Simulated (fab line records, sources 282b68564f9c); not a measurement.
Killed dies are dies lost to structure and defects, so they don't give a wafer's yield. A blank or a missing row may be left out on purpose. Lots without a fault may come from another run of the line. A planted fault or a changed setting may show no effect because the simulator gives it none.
Problem report in the 8D (eight disciplines) form, filled by code | flow rit_cmos | the parts of the form that need people (team, actions taken, sign-off) are left out

1. THE PROBLEM
PSD_RS at RIT_SDANNEAL_RS_MEAS_04 reads a mean of 114.1 ohm/sq on 6 wafers of 2 lots; wafers without a fault read 115.9 ohm/sq with a standard deviation of 0.33. That is -5.5 standard deviations from the usual mean.
The step: measures by four-point-probe.
First seen on wafer L846.4, day 6 03:11, on film_metro-01. The record holds 42 wafers of 14 lots with a number at this step. Rule for "out", or "out of limits": more than 4 standard deviations from the usual mean. The other wafers with a number count as sound.

2. WHAT IT IS AND WHAT IT IS NOT
question                    | is                           | is not
which readings at this step | PSD_RS                       | -
which lots                  | L846, L848                   | L832, L833, L834, L836, L837, L838, L839, L840, L841, L851, L853, L855
which wafers of those lots  | all that have a number       | -
read on which gauges        | film_metro-01, film_metro-04 | film_metro-03
when                        | from day 6 03:11             | up to then (27 sound wafers); but 9 sound wafers of L851, L853, L855 came after

3. SUSPECTS, AND WHAT RULES EACH OUT
Counting: a tool at a process step up to the reading stays a suspect if it ran every lot that is out and no sound lot after the first of them.
- the gauge at RIT_SDANNEAL_RS_MEAS_04: ruled out. The wafers that are out were read on 2 gauges (film_metro-01, film_metro-04).
- rtp_anneal-02 at RIT_SDANNEAL_RTA_03 (time 5 s): kept. It ran every lot that is out, first L846 (day 6 03:05), and no sound lot after that; its last sound lot up to then is L840 (day 4 22:49).
Left after counting: rtp_anneal-02 at RIT_SDANNEAL_RTA_03.

4. THE CAUSE (what the simulator had put in)
Process parameter drift: rtp_anneal-02, from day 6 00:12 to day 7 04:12, at RIT_SDANNEAL_RTA_03. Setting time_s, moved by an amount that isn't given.
Counting left only this tool.

5. THE CHAIN OF EFFECTS, in route order
Each row: a reading whose mean over the struck wafers that have a number lies more than 3 standard deviations from the usual. Only readings for which the record gives a usual standard deviation are gone through. hours: the time from each lot's start at the first step in this table that gives one to its start at this step, as a median over the lots. sigmas: the change in usual standard deviations.
hours | step                    | reading | usual        | on struck wafers | change | sigmas
0     | RIT_SDANNEAL_RS_MEAS_04 | PSD_RS  | 115.9 ohm/sq | 114.1            | -1.8   | -5.5
0     | RIT_SDANNEAL_RS_MEAS_06 | PLDD_RS | 180.2 ohm/sq | 178.4            | -1.8   | -3.0

6. WHAT WOULD HAVE CAUGHT IT SOONER
In this record the first reading out of limits at a measuring or inspecting step was taken at day 6 03:11, 3 hours after the fault began at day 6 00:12.
Of the tool readings at RIT_SDANNEAL_RTA_03 for which the record gives a usual standard deviation, none was out on any struck wafer, so an alarm limit of 4 standard deviations on them would not have fired.
Of the lots that are out (2), L848 began RIT_SDANNEAL_RTA_03 on rtp_anneal-02 after day 6 03:11. A hold on the tool at that time would have spared it.
